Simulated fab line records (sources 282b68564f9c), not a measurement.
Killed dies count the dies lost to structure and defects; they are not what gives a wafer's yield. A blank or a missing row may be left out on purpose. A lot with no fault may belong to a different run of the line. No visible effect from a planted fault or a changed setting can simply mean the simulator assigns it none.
Shared-tool check / flow ritCmos / Lots sampled 14, wafers sampled 42

REASON IT WAS OPENED
RIT_PWELL_TW_MEAS_10, reading PWELL_TW: flagged on 2 of 14 lots. Wafers without a fault read 949, standard deviation 6.5.
Rule: flag the lot when none of its wafers has a number, or when each of its wafers that has one lies beyond 4 standard deviations from that mean. The other lots count as sound.

lot=L507; measured=day 1 23:00; on=filmMetro-04; PWELL_TW, wafer by wafer=948 949 952; flag=
lot=L508; measured=day 2 06:46; on=filmMetro-04; PWELL_TW, wafer by wafer=965 958 956; flag=
lot=L509; measured=day 2 12:14; on=filmMetro-01; PWELL_TW, wafer by wafer=940 943 943; flag=
lot=L510; measured=day 2 20:35; on=filmMetro-01; PWELL_TW, wafer by wafer=939 942 937; flag=
lot=L511; measured=day 3 02:18; on=filmMetro-03; PWELL_TW, wafer by wafer=953 944 948; flag=
lot=L512; measured=day 3 07:18; on=filmMetro-04; PWELL_TW, wafer by wafer=954 955 959; flag=
lot=L513; measured=day 3 10:45; on=filmMetro-01; PWELL_TW, wafer by wafer=939 939 934; flag=
lot=L514; measured=day 3 16:25; on=filmMetro-04; PWELL_TW, wafer by wafer=956 957 956; flag=
lot=L515; measured=day 3 18:21; on=filmMetro-01; PWELL_TW, wafer by wafer=936 943 937; flag=
lot=L516; measured=day 3 22:01; on=filmMetro-03; PWELL_TW, wafer by wafer=944 949 948; flag=
lot=L517; measured=day 4 10:02; on=filmMetro-04; PWELL_TW, wafer by wafer=953 954 954; flag=
lot=L518; measured=day 4 12:43; on=filmMetro-04; PWELL_TW, wafer by wafer=954 947 954; flag=
lot=L526; measured=day 5 23:32; on=filmMetro-01; PWELL_TW, wafer by wafer=1132 1123 1121; flag=FLAGGED
lot=L530; measured=day 6 21:27; on=filmMetro-04; PWELL_TW, wafer by wafer=1137 1135 1135; flag=FLAGGED
On average the flagged lots' numbers are 1130, which is +182 against the usual, or +28 standard deviations.

WHICH TOOL EACH LOT WENT THROUGH
The record holds 1 process step before the reading, out of a route of 202 steps. Read each cell as the tool, then ch plus the chambers that the sampled wafers visited, then the start.
lot=L507; flag=; RIT_PWELL_IMPLANT_08=implanter-01 ch 0, day 1 22:41
lot=L508; flag=; RIT_PWELL_IMPLANT_08=implanter-01 ch 0, day 2 06:27
lot=L509; flag=; RIT_PWELL_IMPLANT_08=implanter-02 ch 0, day 2 11:54
lot=L510; flag=; RIT_PWELL_IMPLANT_08=implanter-02 ch 0, day 2 20:19
lot=L511; flag=; RIT_PWELL_IMPLANT_08=implanter-02 ch 0, day 3 01:59
lot=L512; flag=; RIT_PWELL_IMPLANT_08=implanter-02 ch 0, day 3 07:01
lot=L513; flag=; RIT_PWELL_IMPLANT_08=implanter-03 ch 0, day 3 10:26
lot=L514; flag=; RIT_PWELL_IMPLANT_08=implanter-03 ch 0, day 3 16:05
lot=L515; flag=; RIT_PWELL_IMPLANT_08=implanter-01 ch 0, day 3 18:02
lot=L516; flag=; RIT_PWELL_IMPLANT_08=implanter-02 ch 0, day 3 21:43
lot=L517; flag=; RIT_PWELL_IMPLANT_08=implanter-01 ch 0, day 4 09:44
lot=L518; flag=; RIT_PWELL_IMPLANT_08=implanter-01 ch 0, day 4 12:24
lot=L526; flag=FLAGGED; RIT_PWELL_IMPLANT_08=implanter-03 ch 0, day 5 23:13
lot=L530; flag=FLAGGED; RIT_PWELL_IMPLANT_08=implanter-03 ch 0, day 6 21:08
What is done by these steps:
- RIT_PWELL_IMPLANT_08
- RIT_PWELL_TW_MEAS_10

FLAGGED OVER TOTAL, TOOL BY TOOL (the gauges that took the reading come last)
step=RIT_PWELL_IMPLANT_08; tool=implanter-01; lots run=5; flagged=0; share of the flagged lots=none; sound lots run after its first flagged lot=-
step=RIT_PWELL_IMPLANT_08; tool=implanter-02; lots run=5; flagged=0; share of the flagged lots=none; sound lots run after its first flagged lot=-
step=RIT_PWELL_IMPLANT_08; tool=implanter-03; lots run=4; flagged=2; share of the flagged lots=all; sound lots run after its first flagged lot=0
step=RIT_PWELL_TW_MEAS_10; tool=filmMetro-01; lots run=5; flagged=1; share of the flagged lots=some; sound lots run after its first flagged lot=0
step=RIT_PWELL_TW_MEAS_10; tool=filmMetro-03; lots run=2; flagged=0; share of the flagged lots=none; sound lots run after its first flagged lot=-
step=RIT_PWELL_TW_MEAS_10; tool=filmMetro-04; lots run=7; flagged=1; share of the flagged lots=some; sound lots run after its first flagged lot=0

WHAT THE TABLE ALLOWS
Rows of the table that ran each flagged lot: 1, that is implanter-03 at RIT_PWELL_IMPLANT_08.
- implanter-03 at RIT_PWELL_IMPLANT_08 ran 4 lots, 2 of them flagged. It ran its last sound lot, L514, at day 3 16:05 and its first flagged lot, L526, at day 5 23:13: a fault with its onset between the two fits. Its own readings lie more than 4 standard deviations out on every wafer of the flagged lots: doseIonsCm2, faradayCurrentUA.
What remains is a single tool, implanter-03 at RIT_PWELL_IMPLANT_08.

WHAT HAD BEEN PUT IN BY THE SIMULATOR
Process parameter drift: implanter-03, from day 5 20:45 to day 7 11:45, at RIT_PWELL_IMPLANT_08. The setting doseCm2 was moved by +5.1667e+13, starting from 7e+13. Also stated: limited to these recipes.
Lots struck among those shown: L526, L530. This agrees with what the rule above found.
